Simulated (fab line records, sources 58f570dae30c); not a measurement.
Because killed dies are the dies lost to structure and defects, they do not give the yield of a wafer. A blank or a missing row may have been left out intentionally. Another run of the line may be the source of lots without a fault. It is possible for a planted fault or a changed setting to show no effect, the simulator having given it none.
2 desks looking at one fault ; flow berkeley-cmos170 ; what lay behind the numbers comes last; until then each desk has only its own

## TOOL OWNER'S DESK, krf-scanner-02
The tool's own readings at UCB170_GATE_EXPOSE_09 (exposes mask POLY, target cd 350 nm): means of the sampled wafers that have a number, for each lot that ran on this tool. Marked OUT: a lot whose mean sits more than 4 standard deviations from the usual mean, which makes it out of limits; the brackets give that distance.
Columns: A = focus-offset-nm at UCB170_GATE_EXPOSE_09, usual 0.0 nm; B = reticle-temp-C at UCB170_GATE_EXPOSE_09, usual 23.00 C
lot;first seen here;A;B
L921;day 7 05:11;-0.2;22.96
L922;day 7 14:14;-0.2;22.99
L923;day 7 14:41;-0.2;22.99
L929;day 8 09:20;0.1;23.13
L927;day 8 09:49;-0.3;22.96
L930;day 8 23:32;-0.0;22.93
This desk's finding: nothing out of limits on any of the 6 lots.

## METROLOGY DESK
Lot by lot, what the gauges showed, no matter which tool ran the lot: averages of those sampled wafers that carry a number. Marked OUT: a lot whose mean sits more than 4 standard deviations from the usual mean, which makes it out of limits; the brackets give that distance.
Columns: A = INCOMING_BOW at UCB170_START_BOW_MEAS_00, usual 0 um; B = cd-nm at UCB170_ACTIVE_CD_MEAS_13, usual 1200.1 nm; C = GATE_OVL at UCB170_GATE_OVL_MEAS_13, usual 1 nm
lot;first seen here;A;B;C
L921;day 1 10:00;1;1199.8;0
L922;day 1 15:02;7;1201.1;5
L923;day 1 20:00;-0;1198.4;258 (+44) OUT
L924;day 2 01:01;-6;1196.2;3
L925;day 2 06:02;-6;1201.6;-3
L926;day 2 11:00;5;1201.8;2
L927;day 2 16:00;1;1201.9;265 (+45) OUT
L928;day 2 21:04;1;1199.7;11
L929;day 3 02:00;9;1199.4;259 (+44) OUT
L930;day 3 07:00;1;1199.0;259 (+44) OUT
L932;day 3 17:01;-1;1198.9;-1
L933;day 3 22:01;4;1200.2;-7
L935;day 4 08:01;4;1200.3;1
L936;day 4 13:02;-2;1199.4;6
L937;day 4 18:00;5;1199.5;-4
L940;day 5 09:04;3;1201.4;8
This desk finds L923, L927, L929, L930 out of limits, with the earliest case on L923 at day 7 15:16 (GATE_OVL at UCB170_GATE_OVL_MEAS_13). L921, L922, L924, L925, L926, L928, L932, L933, L935, L936, L937, L940: within limits.

## TAKEN TOGETHER
At day 7 15:16 the metrology desk could have sounded an alarm, on L923, L927, L929, L930.
The desk of the tool owner found nothing out of limits.
Tool owner's desk: L923, L927, L929, L930 on record, inside its limits.
The lots listed all ran UCB170_GATE_EXPOSE_09 on krf-scanner-02.

## WHAT THE SIMULATOR PUT IN
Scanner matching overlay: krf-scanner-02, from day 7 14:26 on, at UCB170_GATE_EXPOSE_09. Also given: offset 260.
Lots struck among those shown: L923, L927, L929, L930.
Time in hours between the start of the fault and the first out-of-limits reading at each desk: metrology desk, 1.
